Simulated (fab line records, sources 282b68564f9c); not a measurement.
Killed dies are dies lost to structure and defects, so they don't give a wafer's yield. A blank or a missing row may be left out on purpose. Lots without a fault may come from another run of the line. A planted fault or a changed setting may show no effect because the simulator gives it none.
fab line records | flow rit_cmos
record lots=15 wafers=45 last_day=7
route steps=202 shown PSD@150 M1@202
lots that met no fault: from a run of the same line without faults
start_h: hours from the record's first day to the start of the lot's first wafer shown | wait_h: hours since the lot's step before | " the same as in the row above | L1.1+2: a row that stands for several wafers | - no value, or no start given | * or withheld: withheld | < > ~ a bound
route shown NAME@n: a module of which the file shows steps, and the number in the route of the first | usual: mean/standard deviation of fault-free wafers | same: alike in all rows | chamber/n: place in a boat | sites: the reading at each site | _std_site: their standard deviation | _edge_site: outer sites' mean less inner sites' | radius_mm: how far each site lies from the wafer's centre | mask NAME#n: copy n | behind: the tool/chamber that last shaped the wafer | hold: why the lot was held/for how many hours/how that ended | device: the transistor (n, p or np) that didn't switch | end of line: the same wafers' tests at the end of the route | a step without rows: its recipe alone | killed: dies lost to structure and defects at the first sort, not the wafer's yield | map: a wafer's dies, x killed, . not, _ none there
set.NAME: the setting as run; set.NAME@STEP: as run at that earlier step | model.NAME: the simulator's own value behind a step, which no gauge read
steps of the route over a sample of lots; a table a step, a row a wafer
services: from which hour (start_h, from the record's first day; less than 0 if before it) a tool's chamber was out of use, for how many hours, and why
## steps
# step RIT_PSD_IMPLANT_08
# recipe species=BF2 energy_kev=27 dose_cm2=5e+15 tilt_deg=7
# usual beam_energy_keV=27.000/0.0091 beam_on_s=13.8/1 faraday_current_uA=11207/790
# columns lot.wafer tool chamber start_h wait_h beam_energy_keV beam_on_s faraday_current_uA
L275.2 implanter-01 0 63.67 0.1 26.993 14.4 10638
L275.4 " 0 " " 26.991 14.5 10612
L275.6 " 0 " " 27.002 15.1 10214
L277.3 implanter-02 0 66.69 0.1 26.992 14.0 10953
L277.4 " 0 " " 27.000 14.2 10817
L277.6 " 0 " " 26.991 13.9 11071
L278.1 implanter-03 0 71.48 0.1 26.991 12.7 12048
L278.2 " 0 " " 26.994 12.9 11893
L278.3 " 0 " " 26.997 12.6 12127
L279.1 implanter-01 0 79.05 0.1 26.989 14.4 10646
L279.4 " 0 " " 26.996 15.2 10129
L279.5 " 0 " " 27.013 14.4 10712
L280.1 implanter-03 0 79.51 0.1 27.000 13.1 11727
L280.3 " 0 " " 27.016 12.6 12149
L280.5 " 0 " " 27.010 12.0 12719
L283.1 implanter-03 0 100.95 0.1 27.001 12.9 11864
L283.3 " 0 " " 27.005 12.5 12288
L283.6 " 0 " " 27.004 12.9 11807
L285.1 implanter-03 0 107.17 0.1 32.937 12.7 12189
L285.2 " 0 " " 32.932 12.5 12239
L285.5 " 0 " " 32.928 13.1 11745
L286.1 implanter-03 0 113.82 0.1 32.941 12.3 12562
L286.4 " 0 " " 32.938 12.7 12138
L286.5 " 0 " " 32.929 12.8 12022
L287.1 implanter-03 0 116.07 0.1 32.935 12.9 11875
L287.3 " 0 " " 32.945 12.8 12105
L287.4 " 0 " " 32.938 13.0 11829
L290.1 implanter-01 0 132.30 0.1 27.020 15.0 10281
L290.5 " 0 " " 27.009 15.2 10136
L290.6 " 0 " " 27.024 14.6 10548
L292.2 implanter-01 0 140.74 0.1 27.007 14.5 10599
L292.3 " 0 " " 27.014 14.9 10338
L292.5 " 0 " " 26.997 14.9 10306
L293.2 implanter-02 0 148.06 0.1 27.008 14.6 10584
L293.3 " 0 " " 27.009 14.3 10768
L293.6 " 0 " " 27.008 14.3 10827
L295.3 implanter-01 0 151.08 0.1 26.995 14.9 10355
L295.5 " 0 " " 26.988 14.6 10512
L295.6 " 0 " " 26.985 15.1 10245
L296.2 implanter-01 0 159.54 0.1 27.000 14.6 10611
L296.5 " 0 " " 27.007 14.6 10556
L296.6 " 0 " " 27.006 14.7 10470
L298.1 implanter-02 0 169.68 0.1 26.995 13.8 11123
L298.5 " 0 " " 26.996 14.0 11005
L298.6 " 0 " " 26.994 13.8 11110
# step RIT_PSD_TW_MEAS_10
# usual PSD_TW=3429/31
# columns lot.wafer tool chamber start_h wait_h PSD_TW
L275.2 film_metro-04 - 63.98 0.1 3424
L275.4 " - " " 3412
L275.6 " - " " 3420
L277.3 film_metro-04 - 66.99 0.1 3393
L277.4 " - " " 3395
L277.6 " - " " 3405
L278.1 film_metro-02 - 71.80 0.1 3446
L278.2 " - " " 3425
L278.3 " - " " 3470
L279.1 film_metro-02 - 79.37 0.1 3449
L279.4 " - " " 3426
L279.5 " - " " 3436
L280.1 film_metro-03 - 79.84 0.1 3459
L280.3 " - " " 3455
L280.5 " - " " 3461
L283.1 film_metro-04 - 101.28 0.1 3365
L283.3 " - " " 3401
L283.6 " - " " 3382
L285.1 film_metro-04 - 107.50 0.1 3573
L285.2 " - " " 3548
L285.5 " - " " 3562
L286.1 film_metro-02 - 114.14 0.1 3610
L286.4 " - " " 3636
L286.5 " - " " 3631
L287.1 film_metro-03 - 116.40 0.1 3671
L287.3 " - " " 3649
L287.4 " - " " 3644
L290.1 film_metro-04 - 132.63 0.1 3395
L290.5 " - " " 3381
L290.6 " - " " 3394
L292.2 film_metro-02 - 141.05 0.1 3412
L292.3 " - " " 3424
L292.5 " - " " 3403
L293.2 film_metro-02 - 148.37 0.1 3424
L293.3 " - " " 3413
L293.6 " - " " 3426
L295.3 film_metro-04 - 151.38 0.1 3374
L295.5 " - " " 3374
L295.6 " - " " 3376
L296.2 film_metro-04 - 159.85 0.1 3390
L296.5 " - " " 3390
L296.6 " - " " 3370
L298.1 film_metro-03 - 170.01 0.1 3438
L298.5 " - " " 3429
L298.6 " - " " 3440
# step RIT_SDANNEAL_RS_MEAS_04
# recipe thk_meas_gauge=four-point-probe
# usual PSD_RS=115.78/0.28
# columns lot.wafer tool chamber start_h wait_h PSD_RS[ohm/sq]
L275.2 film_metro-04 - 64.48 0.1 115.88
L275.4 " - " " 115.81
L275.6 " - " " 115.89
L277.3 film_metro-04 - 67.67 0.1 115.81
L277.4 " - " " 115.94
L277.6 " - " " 115.90
L278.1 film_metro-02 - 72.29 0.0 116.08
L278.2 " - " " 116.16
L278.3 " - " " 116.12
L279.1 film_metro-02 - 79.86 0.0 115.86
L279.4 " - " " 115.84
L279.5 " - " " 115.77
L280.1 film_metro-04 - 80.32 0.0 115.76
L280.3 " - " " 116.04
L280.5 " - " " 115.90
L283.1 film_metro-03 - 101.79 0.0 115.83
L283.3 " - " " 115.89
L283.6 " - " " 115.88
L285.1 film_metro-03 - 107.98 0.0 104.07
L285.2 " - " " 103.96
L285.5 " - " " 104.08
L286.1 film_metro-04 - 114.64 0.0 103.90
L286.4 " - " " 104.29
L286.5 " - " " 104.44
L287.1 film_metro-02 - 116.89 0.0 103.42
L287.3 " - " " 103.57
L287.4 " - " " 103.59
L290.1 film_metro-02 - 133.12 0.0 115.43
L290.5 " - " " 115.73
L290.6 " - " " 115.77
L292.2 film_metro-03 - 141.54 0.1 115.50
L292.3 " - " " 115.63
L292.5 " - " " 115.43
L293.2 film_metro-02 - 148.86 0.1 115.92
L293.3 " - " " 115.36
L293.6 " - " " 115.53
L295.3 film_metro-03 - 151.88 0.1 115.78
L295.5 " - " " 115.63
L295.6 " - " " 115.97
L296.2 film_metro-02 - 160.42 0.1 115.76
L296.5 " - " " 115.38
L296.6 " - " " 115.44
L298.1 film_metro-03 - 170.72 0.0 115.62
L298.5 " - " " 115.93
L298.6 " - " " 115.57
# step RIT_M1_PROBE_99
# usual killed_at_contacts=0.1/0.23 killed_at_front_end=6.6/2.8 killed_dies=6.6/2.8 killed_open=3.3/2 killed_short=3.2/1.7
# same gross_dies=264 killed_at_M0_to_M3=0 killed_at_M4_up=0 killed_at_back_side=0 killed_at_other=0
# columns lot.wafer tool chamber start_h wait_h killed_at_contacts killed_at_front_end killed_dies killed_open killed_short
L293.2 prober-02 - 156.16 0.1 0 6 6 3 3
L293.3 prober-02 - 156.21 0.2 0 6 6 2 4
L293.6 prober-02 - 156.36 0.2 0 11 11 3 7
L295.3 prober-02 - 159.43 0.2 0 11 11 7 4
L295.5 prober-02 - 159.53 0.2 0 7 7 3 4
L295.6 prober-02 - 159.58 0.2 0 10 10 8 2
L298.1 prober-01 - 178.22 0.1 0 2 2 0 2
L298.5 prober-01 - 178.42 0.2 0 3 3 2 1
L298.6 prober-01 - 178.47 0.2 0 2 2 0 2
# killed by level:class
L293.2 GATE:geometric_particle:open=2 FOX1:geometric_particle:open=1 FOX1:geometric_particle:short=1 GATE:geometric_particle:short=1 SPACER:geometric_particle:short=1
L293.3 SILICIDE:geometric_particle:short=2 FOX1:geometric_particle:short=1 GATE:geometric_particle:open=1 SPACER:geometric_particle:open=1 SPACER:geometric_particle:short=1
L293.6 FOX1:geometric_particle:open=3 FOX1:geometric_particle:short=2 GATE:geometric_particle:short=2 REOX:geometric_particle:short=1 SPACER:geometric_particle:short=1 SILICIDE:geometric_particle:short=1 ACTIVE:coat_microbubble_printed=1
L295.3 GATE:geometric_particle:open=3 SPACER:geometric_particle:open=2 SILICIDE:geometric_particle:short=2 FOX1:geometric_particle:short=1 FOX2:geometric_particle:open=1 SPACER:geometric_particle:short=1 SILICIDE:geometric_particle:open=1
L295.5 SPACER:geometric_particle:open=2 FOX2:geometric_particle:short=1 FOX2:geometric_particle:open=1 REOX:geometric_particle:short=1 SPACER:geometric_particle:short=1 SILICIDE:geometric_particle:short=1
L295.6 FOX1:geometric_particle:open=3 GATE:geometric_particle:open=2 SILICIDE:geometric_particle:open=2 FOX1:geometric_particle:short=1 SPACER:geometric_particle:open=1 SPACER:geometric_particle:short=1
L298.1 GATE:geometric_particle:short=1 SILICIDE:geometric_particle:short=1
L298.5 GATE:geometric_particle:open=1 REOX:geometric_particle:open=1 SILICIDE:geometric_particle:short=1
L298.6 GATE:geometric_particle:short=1 SILICIDE:geometric_particle:short=1
## services
# columns tool chamber start_h hours kind
implanter-02 - 50.90 1.8 repair
implanter-03 - 84.67 9.6 repair
implanter-02 - 92.01 0.8 repair
implanter-01 - 99.56 3.5 repair
implanter-01 - 120.18 1.3 repair
implanter-03 - 132.72 8.4 repair
implanter-01 - 154.90 3.3 pm
implanter-03 - 157.67 4.2 pm
## key
first_sign step=RIT_PSD_IMPLANT_08 reading=beam_energy_keV direction=up sigmas=99+ usual=27.000 struck=32.936
effect step=RIT_PSD_TW_MEAS_10 reading=PSD_TW direction=up sigmas=5.9 usual=3429 struck=3614
effect step=RIT_SDANNEAL_RS_MEAS_04 reading=PSD_RS direction=down sigmas=43 usual=115.78 struck=103.93
met_at RIT_PSD_IMPLANT_08
struck_lots L285,L286,L287
tester_left_out L285,L286,L287
onset_between 100.95 107.17
fault kind=process_parameter_drift tool=implanter-03 chamber=- onset_h=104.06 steps=RIT_PSD_IMPLANT_08 channel=energy_kev offset=5.94 shape=step end_h=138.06 acts_in=these_recipes_only stated=27
# tester_left_out: of these lots the tester's yield and bins aren't shown, on N5 and GAA mostly nor the transistor test; their killed dies are dies lost to structure and defects alone, not to doping, threshold or leakage, so they don't give the yield
